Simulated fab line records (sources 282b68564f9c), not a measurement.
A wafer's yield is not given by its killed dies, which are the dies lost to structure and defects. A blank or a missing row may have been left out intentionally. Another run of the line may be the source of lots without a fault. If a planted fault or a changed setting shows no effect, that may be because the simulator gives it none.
One fault through the eyes of 2 desks || flow ritCmos || what lay behind the numbers comes last; until then each desk has only its own

DESK OF THE TOOL OWNER: lithoTrack-04
The tool's own readings at RIT_M1_HARDBAKE_11 (time 120 s): means of the sampled wafers that have a number, for each lot that ran on this tool. The brackets show how far a lot's mean lies from the usual mean; more than 4 standard deviations puts the lot out of limits, marked OUT.
Columns: A = heaterPowerTotalW at RIT_M1_HARDBAKE_11, usual 52.03 W; B = plateTempC at RIT_M1_HARDBAKE_11, usual 140.02 C
{"lot": "L348", "first seen here": "day 5 02:57", "A": 52.01, "B": 139.83}
{"lot": "L354", "first seen here": "day 6 09:23", "A": "49.46 (-44) OUT", "B": "134.61 (-32) OUT"}
{"lot": "L355", "first seen here": "day 6 12:47", "A": "49.42 (-44) OUT", "B": "134.45 (-33) OUT"}
{"lot": "L358", "first seen here": "day 7 06:03", "A": "49.41 (-44) OUT", "B": "134.48 (-33) OUT"}
Finding of this desk: L354, L355, L358 out of limits; the first was L354 at day 6 09:23, on heaterPowerTotalW at RIT_M1_HARDBAKE_11. Within limits: L348.

AT THE METROLOGY DESK
What the gauges read, lot by lot, whatever tool the lot ran on: means of the sampled wafers that have a number. The brackets show how far a lot's mean lies from the usual mean; more than 4 standard deviations puts the lot out of limits, marked OUT.
Columns: A = M1_AL_RS at RIT_M1_RS_MEAS_01, usual 0.0729 ohm/sq; B = M1_AL_THK at RIT_M1_THK_MEAS_02, usual 401 nm; C = cdNm at RIT_M1_CD_MEAS_09, usual 2600.4 nm; D = M1_OVL at RIT_M1_OVL_MEAS_10, usual -1.1 nm
{"lot": "L348", "first seen here": "day 5 01:37", "A": 0.0736, "B": 395, "C": 2598.1, "D": -0.1}
{"lot": "L350", "first seen here": "day 5 12:15", "A": 0.0726, "B": 405, "C": 2601.9, "D": -1.3}
{"lot": "L354", "first seen here": "day 6 08:02", "A": 0.0726, "B": 406, "C": 2605.6, "D": 0.2}
{"lot": "L355", "first seen here": "day 6 11:27", "A": 0.0735, "B": 395, "C": 2599.7, "D": -0.0}
{"lot": "L358", "first seen here": "day 7 04:44", "A": 0.0727, "B": 406, "C": 2597.7, "D": -1.3}
{"lot": "L362", "first seen here": "day 8 02:04", "A": 0.0719, "B": 404, "C": 2604.4, "D": 0.6}
{"lot": "L363", "first seen here": "day 8 06:43", "A": 0.0731, "B": 402, "C": 2596.1, "D": -2.5}
This desk's verdict: no lot among the 7 shows anything out of limits.

TAKEN TOGETHER
On L354, L355, L358, at day 6 09:23, an alarm was possible from the tool owner's desk.
Nothing out of limits was seen by the metrology desk.
The metrology desk holds a record of L354, L355, L358, inside its limits.
All the named lots went through RIT_M1_HARDBAKE_11 on lithoTrack-04.

WHAT THE SIMULATOR HAD INSERTED
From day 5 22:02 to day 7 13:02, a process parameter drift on lithoTrack-04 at RIT_M1_HARDBAKE_11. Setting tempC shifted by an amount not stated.
Shown lots that were struck: L354, L355, L358.
Each desk's first reading out of limits, in hours after the fault started: the tool owner's desk, 11.
